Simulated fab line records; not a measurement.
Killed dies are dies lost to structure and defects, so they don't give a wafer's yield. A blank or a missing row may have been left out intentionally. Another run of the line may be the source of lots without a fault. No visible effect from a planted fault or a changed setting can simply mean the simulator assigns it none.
fab line records ; flow rit_cmos
[record] lots = 15; wafers = 45; last_day = 7
route steps=202 shown PSD@152 CONTACT@168 M1@192
lots with no fault: from the same line, run without faults
start_h: hours from the record's first day to the start of the lot's first wafer shown ; wait_h: hours since the lot's step before ; " identical to the entry in the row above ; L1.1+2: one row covering several wafers at once ; - either no value or no given start ; * or withheld: withheld ; < > ~ a bound
route shown NAME@n: names a module that has steps shown in the file, with the first one's number in the route ; usual: mean/standard deviation of fault-free wafers ; same: alike in all rows ; chamber/n: place in a boat ; sites: per-site readings ; _std_site: how widely they spread, as a standard deviation ; _edge_site: inner sites' mean taken away from outer sites' mean ; radius_mm: how far each site lies from the wafer's centre ; mask NAME#n: copy n ; behind: the most recent tool/chamber to have shaped the wafer ; hold: the reason the lot was held/the length of the hold in hours/how it ended ; device: the transistor (n, p or np) that didn't switch ; end of line: tests of these same wafers at the route's end ; for a step that has no rows: nothing shown but its recipe ; killed: count of dies lost to structure and defects at first sort (not the wafer's yield) ; map: the dies of a wafer, with x for killed, . for not killed, _ for no die there
set.NAME: the setting as run; set.NAME@STEP: as run at that earlier step ; model.NAME: the simulator's own value behind a step, which no gauge read
steps of the route over a sample of lots; a table a step, a row a wafer
services: when a tool's chamber went out of use (start_h, in hours from the record's first day, below 0 if earlier), for how many hours, and the reason
[[steps]]
[step RIT_PSD_TW_MEAS_10]
[usual] PSD_TW = 3456/45
lot.wafer;tool;chamber;start_h;wait_h;PSD_TW
L644.2;film_metro-01;-;58.39;0.1;3416
L644.3;film_metro-01;-;58.39;0.1;3430
L644.4;film_metro-01;-;58.39;0.1;3405
L645.1;film_metro-03;-;65.42;0.1;3519
L645.3;film_metro-03;-;65.42;0.1;3520
L645.6;film_metro-03;-;65.42;0.1;3539
L646.1;film_metro-02;-;73.44;0.1;3417
L646.5;film_metro-02;-;73.44;0.1;3399
L646.6;film_metro-02;-;73.44;0.1;3410
L647.1;film_metro-03;-;80.39;0.1;3502
L647.3;film_metro-03;-;80.39;0.1;3520
L647.5;film_metro-03;-;80.39;0.1;3526
L648.4;film_metro-01;-;85.54;0.1;3414
L648.5;film_metro-01;-;85.54;0.1;3415
L648.6;film_metro-01;-;85.54;0.1;3419
L649.3;film_metro-03;-;88.67;0.1;3525
L649.5;film_metro-03;-;88.67;0.1;3519
L649.6;film_metro-03;-;88.67;0.1;3513
L650.1;film_metro-02;-;99.67;0.1;3415
L650.2;film_metro-02;-;99.67;0.1;3410
L650.6;film_metro-02;-;99.67;0.1;3424
L652.1;film_metro-02;-;105.36;0.1;3405
L652.4;film_metro-02;-;105.36;0.1;3423
L652.6;film_metro-02;-;105.36;0.1;3410
L653.1;film_metro-01;-;110.36;0.1;3425
L653.3;film_metro-01;-;110.36;0.1;3432
L653.5;film_metro-01;-;110.36;0.1;3449
L655.3;film_metro-02;-;115.61;0.1;3402
L655.4;film_metro-02;-;115.61;0.1;3414
L655.5;film_metro-02;-;115.61;0.1;3415
L658.3;film_metro-02;-;128.34;0.1;3438
L658.4;film_metro-02;-;128.34;0.1;3434
L658.5;film_metro-02;-;128.34;0.1;3430
L659.3;film_metro-03;-;135.93;0.1;3502
L659.5;film_metro-03;-;135.93;0.1;3517
L659.6;film_metro-03;-;135.93;0.1;3508
L661.3;film_metro-02;-;146.07;0.1;3442
L661.4;film_metro-02;-;146.07;0.1;3443
L661.5;film_metro-02;-;146.07;0.1;3457
L662.1;film_metro-03;-;148.76;0.1;3512
L662.2;film_metro-03;-;148.76;0.1;3509
L662.5;film_metro-03;-;148.76;0.1;3494
L665.1;film_metro-02;-;168.38;0.1;3414
L665.5;film_metro-02;-;168.38;0.1;3430
L665.6;film_metro-02;-;168.38;0.1;3419
[step RIT_CONTACT_CVD_00]
[recipe] material = SiO2; target_thk_nm = 400; precursor = TEOS; temp_c = 390; time_s = 61; rf_w = 400
[usual] heater_power_w = 333/54
lot.wafer;tool;chamber;start_h;wait_h;heater_power_w
L644.2;pecvd-03;0;59.86;0.0;301
L644.3;pecvd-03;1;59.86;0.0;447
L644.4;pecvd-03;0;59.86;0.0;318
L645.1;pecvd-02;1;67.12;0.1;205
L645.3;pecvd-02;0;67.12;0.1;283
L645.6;pecvd-02;1;67.12;0.1;223
L646.1;pecvd-04;0;75.09;0.1;333
L646.5;pecvd-04;2;75.09;0.1;355
L646.6;pecvd-04;1;75.09;0.1;288
L647.1;pecvd-03;2;82.01;0.1;387
L647.3;pecvd-03;1;82.01;0.1;399
L647.5;pecvd-03;1;82.01;0.1;435
L648.4;pecvd-02;1;87.11;0.0;263
L648.5;pecvd-02;2;87.11;0.0;367
L648.6;pecvd-02;0;87.11;0.0;276
L649.3;pecvd-04;0;90.29;0.1;315
L649.5;pecvd-04;0;90.29;0.1;328
L649.6;pecvd-04;2;90.29;0.1;408
L650.1;pecvd-03;2;101.17;0.1;382
L650.2;pecvd-03;1;101.17;0.1;357
L650.6;pecvd-03;0;101.17;0.1;351
L652.1;pecvd-04;0;106.84;0.1;298
L652.4;pecvd-04;0;106.84;0.1;321
L652.6;pecvd-04;0;106.84;0.1;335
L653.1;pecvd-03;0;111.84;0.1;294
L653.3;pecvd-03;1;111.84;0.1;462
L653.5;pecvd-03;1;111.84;0.1;335
L655.3;pecvd-04;1;117.10;0.1;329
L655.4;pecvd-04;0;117.10;0.1;348
L655.5;pecvd-04;0;117.10;0.1;360
L658.3;pecvd-04;1;129.82;0.0;325
L658.4;pecvd-04;0;129.82;0.0;342
L658.5;pecvd-04;1;129.82;0.0;244
L659.3;pecvd-03;0;137.46;0.0;376
L659.5;pecvd-03;0;137.46;0.0;276
L659.6;pecvd-03;1;137.46;0.0;440
L661.3;pecvd-04;0;147.66;0.1;368
L661.4;pecvd-04;2;147.66;0.1;334
L661.5;pecvd-04;0;147.66;0.1;380
L662.1;pecvd-03;1;150.26;0.1;445
L662.2;pecvd-03;2;150.26;0.1;370
L662.5;pecvd-03;0;150.26;0.1;326
L665.1;pecvd-03;0;169.86;0.1;356
L665.5;pecvd-03;1;169.86;0.1;353
L665.6;pecvd-03;2;169.86;0.1;382
[step RIT_M1_DEVELOP_08]
[recipe] resist = NOVOLAK; develop_time_s = 65.5; dev_temp_c = 23
[usual] developer_temp_C = 23.01/0.11; resist_line_temp_C = 23.01/0.11
lot.wafer;tool;chamber;start_h;wait_h;developer_temp_C;resist_line_temp_C
L644.2;litho_track-01;0;63;-;22.92;23.09
L644.3;litho_track-01;0;63;-;23.11;23.12
L644.4;litho_track-01;0;63;-;22.96;23.08
L645.1;litho_track-01;0;70;-;23.03;23.01
L645.3;litho_track-01;0;70;-;22.91;22.89
L645.6;litho_track-01;0;70;-;23.13;23.15
L646.1;litho_track-02;0;78;-;23.15;22.93
L646.5;litho_track-02;0;78;-;23.29;22.99
L646.6;litho_track-02;0;78;-;23.22;22.82
L647.1;litho_track-02;0;85;-;22.94;23.09
L647.3;litho_track-02;0;85;-;23.04;22.91
L647.5;litho_track-02;0;85;-;23.10;22.74
L648.4;litho_track-04;0;90;-;23.06;23.04
L648.5;litho_track-04;0;90;-;22.94;23.04
L648.6;litho_track-04;0;90;-;23.10;22.97
L649.3;litho_track-02;0;94;-;23.10;22.83
L649.5;litho_track-02;0;94;-;22.96;23.08
L649.6;litho_track-02;0;94;-;23.00;22.88
L650.1;litho_track-02;0;105;-;25.24;22.90
L650.2;litho_track-02;0;105;-;25.19;23.07
L650.6;litho_track-02;0;105;-;25.14;22.93
L652.1;litho_track-02;0;110;-;25.43;23.10
L652.4;litho_track-02;0;110;-;25.45;23.20
L652.6;litho_track-02;0;110;-;25.28;22.99
L653.1;litho_track-02;0;115;-;25.21;23.16
L653.3;litho_track-02;0;115;-;25.32;22.97
L653.5;litho_track-02;0;115;-;25.45;22.98
L655.3;litho_track-04;0;120;-;22.91;22.91
L655.4;litho_track-04;0;120;-;22.95;23.14
L655.5;litho_track-04;0;120;-;22.98;23.08
L658.3;litho_track-01;0;133;-;23.01;22.82
L658.4;litho_track-01;0;133;-;23.00;22.95
L658.5;litho_track-01;0;133;-;23.09;23.09
L659.3;litho_track-04;0;141;-;22.92;23.05
L659.5;litho_track-04;0;141;-;23.04;22.91
L659.6;litho_track-04;0;141;-;22.89;22.98
L661.3;litho_track-01;0;151;-;22.92;23.23
L661.4;litho_track-01;0;151;-;22.89;23.02
L661.5;litho_track-01;0;151;-;22.83;23.05
L662.1;litho_track-01;0;153;-;22.93;22.98
L662.2;litho_track-01;0;153;-;22.98;23.04
L662.5;litho_track-01;0;153;-;22.93;23.02
L665.1;litho_track-01;0;173;-;22.83;23.04
L665.5;litho_track-01;0;173;-;22.94;23.05
L665.6;litho_track-01;0;173;-;23.05;23.10
[step RIT_M1_CD_MEAS_09]
[recipe] target_cd_nm = 2600
[usual] cd_nm = 2600.2/2.2
lot.wafer;tool;chamber;start_h;wait_h;cd_nm
L644.2;cd_sem-01;-;63.59;-;2601.0
L644.3;cd_sem-01;-;63.59;-;2602.0
L644.4;cd_sem-01;-;63.59;-;2603.5
L645.1;cd_sem-01;-;70.95;-;2598.4
L645.3;cd_sem-01;-;70.95;-;2600.4
L645.6;cd_sem-01;-;70.95;-;2597.4
L646.1;cd_sem-01;-;78.80;-;2602.7
L646.5;cd_sem-01;-;78.80;-;2603.2
L646.6;cd_sem-01;-;78.80;-;2604.7
L647.1;cd_sem-01;-;85.97;-;2604.4
L647.3;cd_sem-01;-;85.97;-;2601.8
L647.5;cd_sem-01;-;85.97;-;2604.6
L648.4;cd_sem-01;-;91.11;-;2601.9
L648.5;cd_sem-01;-;91.11;-;2599.7
L648.6;cd_sem-01;-;91.11;-;2601.0
L649.3;cd_sem-01;-;94.16;-;2598.8
L649.5;cd_sem-01;-;94.16;-;2601.2
L649.6;cd_sem-01;-;94.16;-;2601.4
L650.1;cd_sem-01;-;105.26;-;2605.8
L650.2;cd_sem-01;-;105.26;-;2605.2
L650.6;cd_sem-01;-;105.26;-;2606.6
L652.1;cd_sem-01;-;110.68;-;2609.6
L652.4;cd_sem-01;-;110.68;-;2608.1
L652.6;cd_sem-01;-;110.68;-;2610.7
L653.1;cd_sem-01;-;115.71;-;2605.2
L653.3;cd_sem-01;-;115.71;-;2603.8
L653.5;cd_sem-01;-;115.71;-;2605.5
L655.3;cd_sem-01;-;121.09;-;2599.2
L655.4;cd_sem-01;-;121.09;-;2599.3
L655.5;cd_sem-01;-;121.09;-;2596.7
L658.3;cd_sem-01;-;133.44;-;2599.1
L658.4;cd_sem-01;-;133.44;-;2599.2
L658.5;cd_sem-01;-;133.44;-;2599.1
L659.3;cd_sem-02;-;141.23;-;2600.7
L659.5;cd_sem-02;-;141.23;-;2597.7
L659.6;cd_sem-02;-;141.23;-;2597.3
L661.3;cd_sem-02;-;151.30;-;2602.2
L661.4;cd_sem-02;-;151.30;-;2601.9
L661.5;cd_sem-02;-;151.30;-;2601.4
L662.1;cd_sem-02;-;153.90;-;2603.1
L662.2;cd_sem-02;-;153.90;-;2603.0
L662.5;cd_sem-02;-;153.90;-;2604.3
L665.1;cd_sem-01;-;173.66;-;2602.6
L665.5;cd_sem-01;-;173.66;-;2600.8
L665.6;cd_sem-01;-;173.66;-;2602.9
[step RIT_M1_OVL_MEAS_10]
[usual] M1_OVL = 0.2/1.2
lot.wafer;tool;chamber;start_h;wait_h;M1_OVL[nm]
L644.2;overlay-01;-;63.69;0.1;0.3
L644.3;overlay-01;-;63.69;0.1;-1.1
L644.4;overlay-01;-;63.69;0.1;-0.6
L645.1;overlay-02;-;71.07;0.1;0.0
L645.3;overlay-02;-;71.07;0.1;2.1
L645.6;overlay-02;-;71.07;0.1;2.3
L646.1;overlay-02;-;78.92;0.1;0.6
L646.5;overlay-02;-;78.92;0.1;2.1
L646.6;overlay-02;-;78.92;0.1;0.4
L647.1;overlay-01;-;86.09;0.1;-0.6
L647.3;overlay-01;-;86.09;0.1;0.3
L647.5;overlay-01;-;86.09;0.1;-1.1
L648.4;overlay-02;-;91.19;0.1;-0.3
L648.5;overlay-02;-;91.19;0.1;-0.3
L648.6;overlay-02;-;91.19;0.1;-0.6
L649.3;overlay-02;-;94.25;0.1;-0.2
L649.5;overlay-02;-;94.25;0.1;0.8
L649.6;overlay-02;-;94.25;0.1;0.1
L650.1;overlay-01;-;105.38;0.1;0.3
L650.2;overlay-01;-;105.38;0.1;-0.2
L650.6;overlay-01;-;105.38;0.1;0.1
L652.1;overlay-01;-;110.80;0.1;1.2
L652.4;overlay-01;-;110.80;0.1;-0.7
L652.6;overlay-01;-;110.80;0.1;-0.2
L653.1;overlay-02;-;115.83;0.1;0.6
L653.3;overlay-02;-;115.83;0.1;0.0
L653.5;overlay-02;-;115.83;0.1;-0.8
L655.3;overlay-02;-;121.18;0.1;0.2
L655.4;overlay-02;-;121.18;0.1;2.0
L655.5;overlay-02;-;121.18;0.1;2.1
L658.3;overlay-01;-;133.53;0.1;-2.2
L658.4;overlay-01;-;133.53;0.1;-1.8
L658.5;overlay-01;-;133.53;0.1;-2.3
L659.3;overlay-01;-;141.32;0.1;-1.4
L659.5;overlay-01;-;141.32;0.1;1.4
L659.6;overlay-01;-;141.32;0.1;1.0
L661.3;overlay-02;-;151.40;0.1;0.4
L661.4;overlay-02;-;151.40;0.1;-0.5
L661.5;overlay-02;-;151.40;0.1;-0.5
L662.1;overlay-01;-;154.02;0.1;1.6
L662.2;overlay-01;-;154.02;0.1;0.4
L662.5;overlay-01;-;154.02;0.1;-0.7
L665.1;overlay-02;-;173.78;0.1;0.1
L665.5;overlay-02;-;173.78;0.1;0.1
L665.6;overlay-02;-;173.78;0.1;-0.1
[step RIT_M1_PROBE_99]
[usual] killed_at_contacts = 0.0/0.22; killed_at_front_end = 6.9/2.9; killed_dies = 7.0/2.9; killed_open = 3.5/2; killed_short = 3.5/2
[same] gross_dies = 264; killed_at_M0_to_M3 = 0; killed_at_M4_up = 0; killed_at_back_side = 0; killed_at_other = 0
lot.wafer;tool;chamber;start_h;wait_h;killed_at_contacts;killed_at_front_end;killed_dies;killed_open;killed_short
L644.2;prober-02;-;66.65;0.1;0;9;9;6;3
L644.3;prober-02;-;66.70;0.2;0;7;7;5;2
L644.4;prober-02;-;66.75;0.2;0;9;9;4;5
L645.1;prober-01;-;73.60;0.1;0;5;5;3;2
L645.3;prober-01;-;73.70;0.2;0;7;7;3;4
L645.6;prober-01;-;73.85;0.2;0;5;5;2;3
L646.1;prober-02;-;81.45;0.1;0;10;10;5;5
L646.5;prober-02;-;81.65;0.2;0;7;7;1;6
L646.6;prober-02;-;81.70;0.2;0;10;10;4;6
L647.1;prober-01;-;88.72;0.1;0;10;10;7;3
L647.3;prober-01;-;88.82;0.2;0;5;5;1;4
L647.5;prober-01;-;88.92;0.2;0;8;8;4;4
L648.4;prober-02;-;95.83;0.2;0;3;3;1;2
L648.5;prober-02;-;95.88;0.2;0;5;5;2;3
L648.6;prober-02;-;95.93;0.2;0;7;7;2;5
L649.3;prober-01;-;97.28;0.2;0;4;4;3;1
L649.5;prober-01;-;97.38;0.2;0;4;4;3;1
L649.6;prober-01;-;97.43;0.2;0;5;5;1;4
L650.1;prober-02;-;107.92;0.1;0;13;13;9;4
L650.2;prober-02;-;107.97;0.1;0;7;7;3;4
L650.6;prober-02;-;108.17;0.2;0;5;5;1;4
L652.1;prober-02;-;113.50;0.1;1;12;13;7;6
L652.4;prober-02;-;113.65;0.2;0;5;5;2;3
L652.6;prober-02;-;113.75;0.2;0;9;9;2;7
L653.1;prober-02;-;118.36;0.1;0;4;4;3;1
L653.3;prober-02;-;118.46;0.2;0;8;8;6;2
L653.5;prober-02;-;118.56;0.2;0;6;6;3;3
L655.3;prober-01;-;123.81;0.2;0;5;5;3;2
L655.4;prober-01;-;123.86;0.2;0;9;9;4;5
L655.5;prober-01;-;123.91;0.2;0;10;10;7;3
L658.3;prober-02;-;136.16;0.2;0;3;3;2;1
L658.4;prober-02;-;136.21;0.2;0;10;10;5;5
L658.5;prober-02;-;136.26;0.2;0;9;9;5;4
L659.3;prober-01;-;145.06;0.2;0;8;8;6;2
L659.5;prober-01;-;145.16;0.2;0;5;5;1;4
L659.6;prober-01;-;145.21;0.2;0;7;7;0;7
L661.3;prober-01;-;154.87;0.2;0;5;5;4;1
L661.4;prober-01;-;154.92;0.2;0;2;2;1;1
L661.5;prober-01;-;154.97;0.2;0;4;4;3;1
L662.1;prober-02;-;156.57;0.1;0;8;8;4;4
L662.2;prober-02;-;156.62;0.1;0;6;6;3;3
L662.5;prober-02;-;156.77;0.2;0;5;5;2;3
L665.1;prober-01;-;176.34;0.1;0;10;10;1;9
L665.5;prober-01;-;176.54;0.2;0;13;13;3;10
L665.6;prober-01;-;176.59;0.2;0;10;10;4;6
// killed by level:class
L644.2 GATE:geometric_particle:open=3 GATE:geometric_particle:short=2 SILICIDE:geometric_particle:open=2 FOX1:geometric_particle:short=1 SPACER:geometric_particle:open=1
L644.3 GATE:geometric_particle:open=3 GATE:geometric_particle:short=2 FOX1:geometric_particle:open=1 FOX2:geometric_particle:open=1
L644.4 GATE:geometric_particle:short=3 GATE:geometric_particle:open=2 SPACER:geometric_particle:open=2 SILICIDE:geometric_particle:short=2
L645.1 GATE:geometric_particle:open=3 GATE:geometric_particle:short=2
L645.3 REOX:geometric_particle:short=2 FOX1:geometric_particle:short=1 GATE:geometric_particle:open=1 SPACER:geometric_particle:short=1 SPACER:geometric_particle:open=1 SILICIDE:geometric_particle:open=1
L645.6 GATE:geometric_particle:short=2 GATE:geometric_particle:open=1 REOX:geometric_particle:short=1 REOX:geometric_particle:open=1
L646.1 GATE:geometric_particle:short=3 GATE:geometric_particle:open=2 FOX1:geometric_particle:open=1 FOX1:geometric_particle:short=1 REOX:geometric_particle:open=1 SILICIDE:geometric_particle:open=1 SILICIDE:geometric_particle:short=1
L646.5 FOX2:geometric_particle:short=2 GATE:geometric_particle:short=2 SPACER:geometric_particle:short=2 GATE:geometric_particle:open=1
L646.6 FOX1:geometric_particle:short=2 GATE:geometric_particle:open=2 GATE:geometric_particle:short=2 FOX1:geometric_particle:open=1 SPACER:geometric_particle:short=1 SILICIDE:geometric_particle:open=1 SILICIDE:geometric_particle:short=1
L647.1 GATE:geometric_particle:open=3 GATE:geometric_particle:short=3 FOX1:geometric_particle:open=2 REOX:geometric_particle:open=2
L647.3 GATE:geometric_particle:short=3 GATE:geometric_particle:open=1 SPACER:geometric_particle:short=1
L647.5 GATE:geometric_particle:short=2 SPACER:geometric_particle:open=2 FOX1:geometric_particle:short=1 FOX1:geometric_particle:open=1 GATE:geometric_particle:open=1 SPACER:geometric_particle:short=1
L648.4 GATE:geometric_particle:short=1 REOX:geometric_particle:open=1 SPACER:geometric_particle:short=1
L648.5 GATE:geometric_particle:short=2 REOX:geometric_particle:open=1 REOX:geometric_particle:short=1 SPACER:geometric_particle:open=1
L648.6 GATE:geometric_particle:short=2 REOX:geometric_particle:short=2 FOX2:geometric_particle:open=1 GATE:geometric_particle:open=1 SPACER:geometric_particle:short=1
L649.3 GATE:geometric_particle:open=2 REOX:geometric_particle:short=1 SILICIDE:geometric_particle:open=1
L649.5 GATE:geometric_particle:open=2 FOX2:geometric_particle:open=1 GATE:geometric_particle:short=1
L649.6 FOX1:geometric_particle:short=2 FOX2:geometric_particle:short=1 FOX2:geometric_particle:open=1 GATE:geometric_particle:short=1
L650.1 REOX:geometric_particle:open=3 FOX2:geometric_particle:open=2 GATE:geometric_particle:open=2 FOX1:geometric_particle:short=1 FOX1:geometric_particle:open=1 GATE:geometric_particle:short=1 REOX:geometric_particle:short=1 SPACER:geometric_particle:open=1
L650.2 FOX1:geometric_particle:short=2 GATE:geometric_particle:short=2 FOX1:geometric_particle:open=1 FOX2:geometric_particle:open=1 GATE:geometric_particle:open=1
L650.6 REOX:geometric_particle:short=2 FOX1:geometric_particle:open=1 FOX2:geometric_particle:short=1 GATE:geometric_particle:short=1
L652.1 GATE:geometric_particle:open=5 REOX:geometric_particle:short=4 REOX:geometric_particle:open=2 SILICIDE:geometric_particle:short=1 CONTACT:geometric_particle:short=1
L652.4 GATE:geometric_particle:open=2 GATE:geometric_particle:short=1 REOX:geometric_particle:short=1 SPACER:geometric_particle:short=1
L652.6 GATE:geometric_particle:short=3 FOX1:geometric_particle:short=2 SPACER:geometric_particle:short=2 FOX1:geometric_particle:open=1 SPACER:geometric_particle:open=1
L653.1 GATE:geometric_particle:open=2 GATE:geometric_particle:short=1 SPACER:geometric_particle:open=1
L653.3 GATE:geometric_particle:open=3 SILICIDE:geometric_particle:open=2 GATE:geometric_particle:short=1 SPACER:geometric_particle:short=1 SPACER:geometric_particle:open=1
L653.5 FOX1:geometric_particle:open=1 FOX1:geometric_particle:short=1 GATE:geometric_particle:open=1 GATE:geometric_particle:short=1 REOX:geometric_particle:open=1 SPACER:geometric_particle:short=1
L655.3 FOX2:geometric_particle:open=2 FOX1:geometric_particle:short=1 GATE:geometric_particle:short=1 SILICIDE:geometric_particle:open=1
L655.4 REOX:geometric_particle:open=3 GATE:geometric_particle:short=2 REOX:geometric_particle:short=2 FOX1:geometric_particle:open=1 SILICIDE:geometric_particle:short=1
L655.5 FOX1:geometric_particle:open=4 GATE:geometric_particle:open=2 REOX:geometric_particle:short=2 FOX1:geometric_particle:short=1 REOX:geometric_particle:open=1
L658.3 FOX2:geometric_particle:open=2 SPACER:geometric_particle:short=1
L658.4 GATE:geometric_particle:open=4 FOX2:geometric_particle:short=2 SPACER:geometric_particle:short=2 FOX1:geometric_particle:open=1 FOX1:geometric_particle:short=1
L658.5 REOX:geometric_particle:open=2 FOX1:geometric_particle:short=1 FOX2:geometric_particle:open=1 FOX2:geometric_particle:short=1 GATE:geometric_particle:open=1 GATE:geometric_particle:short=1 SPACER:geometric_particle:open=1 SILICIDE:geometric_particle:short=1
L659.3 GATE:geometric_particle:open=3 SPACER:geometric_particle:open=2 FOX1:geometric_particle:short=1 REOX:geometric_particle:open=1 REOX:geometric_particle:short=1
L659.5 FOX1:geometric_particle:short=1 FOX2:geometric_particle:short=1 GATE:geometric_particle:short=1 REOX:geometric_particle:open=1 SILICIDE:geometric_particle:short=1
L659.6 FOX2:geometric_particle:short=2 SILICIDE:geometric_particle:short=2 ACTIVE:geometric_particle:short=1 FOX1:geometric_particle:short=1 REOX:geometric_particle:short=1
L661.3 REOX:geometric_particle:open=2 FOX2:geometric_particle:open=1 GATE:geometric_particle:short=1 SPACER:geometric_particle:open=1
L661.4 GATE:geometric_particle:short=1 GATE:geometric_particle:open=1
L661.5 GATE:geometric_particle:open=2 SPACER:geometric_particle:short=1 SILICIDE:geometric_particle:open=1
L662.1 GATE:geometric_particle:short=4 FOX1:geometric_particle:open=2 GATE:geometric_particle:open=2
L662.2 FOX1:geometric_particle:short=1 FOX1:geometric_particle:open=1 GATE:geometric_particle:open=1 SPACER:geometric_particle:short=1 SILICIDE:geometric_particle:short=1 SILICIDE:geometric_particle:open=1
L662.5 GATE:geometric_particle:short=3 GATE:geometric_particle:open=1 SILICIDE:geometric_particle:open=1
L665.1 GATE:geometric_particle:short=5 SILICIDE:geometric_particle:short=2 FOX1:geometric_particle:short=1 FOX2:geometric_particle:short=1 GATE:geometric_particle:open=1
L665.5 FOX1:geometric_particle:short=4 REOX:geometric_particle:short=2 SILICIDE:geometric_particle:short=2 FOX1:geometric_particle:open=1 GATE:geometric_particle:short=1 SPACER:geometric_particle:open=1 SPACER:geometric_particle:short=1 SILICIDE:geometric_particle:open=1
L665.6 SILICIDE:geometric_particle:short=3 GATE:geometric_particle:short=2 FOX1:geometric_particle:short=1 FOX1:geometric_particle:open=1 GATE:geometric_particle:open=1 SPACER:geometric_particle:open=1 SILICIDE:geometric_particle:open=1
[[services]]
tool;chamber;start_h;hours;kind
pecvd-02;1;49.14;11.2;repair
pecvd-04;-;50.00;0.7;repair
pecvd-04;1;89.95;2.3;repair
pecvd-04;2;103.55;21.1;repair
pecvd-02;-;122.95;2.8;pm
pecvd-03;-;164.37;2.8;pm
pecvd-02;-;166.91;1.0;repair
[[key]]
[first_sign] step = RIT_M1_DEVELOP_08; reading = developer_temp_C; direction = up; sigmas = 22; usual = *; struck = *
[effect] step = RIT_M1_CD_MEAS_09; reading = cd_nm; direction = up; sigmas = 3; usual = 2600.2; struck = 2606.7; through = control_loop
met_at RIT_M1_DEVELOP_08
struck_lots L650,L652,L653
tester_left_out L652,L653
[loop_trim] step = RIT_M1_EXPOSE_06; setting = dose; lots = L653
not_acting_at RIT_PSD_TW_MEAS_10,RIT_CONTACT_CVD_00,RIT_M1_OVL_MEAS_10
onset_between 94 105
[earlier_fault] kind = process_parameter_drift; tool = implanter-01; chamber = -; onset_h = 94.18; steps = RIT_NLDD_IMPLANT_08; channel = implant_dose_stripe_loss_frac; offset = 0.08; shape = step; end_h = 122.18
[earlier_fault] kind = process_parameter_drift; tool = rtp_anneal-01; chamber = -; onset_h = 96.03; steps = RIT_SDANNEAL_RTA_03; channel = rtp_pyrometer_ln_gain; offset = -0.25; shape = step; end_h = 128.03
[fault] kind = process_parameter_drift; tool = litho_track-02; chamber = -; onset_h = 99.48; steps = RIT_M1_DEVELOP_08; channel = dev_temp_c; offset = *; shape = step; acts_in = *; stated = *
// tester_left_out: of these lots the tester's yield and bins aren't shown, on N5 and GAA mostly nor the transistor test; their killed dies are dies lost to structure and defects alone, not to doping, threshold or leakage, so they don't give the yield
// loop_trim: a control loop set the setting to another value than it would have without faults
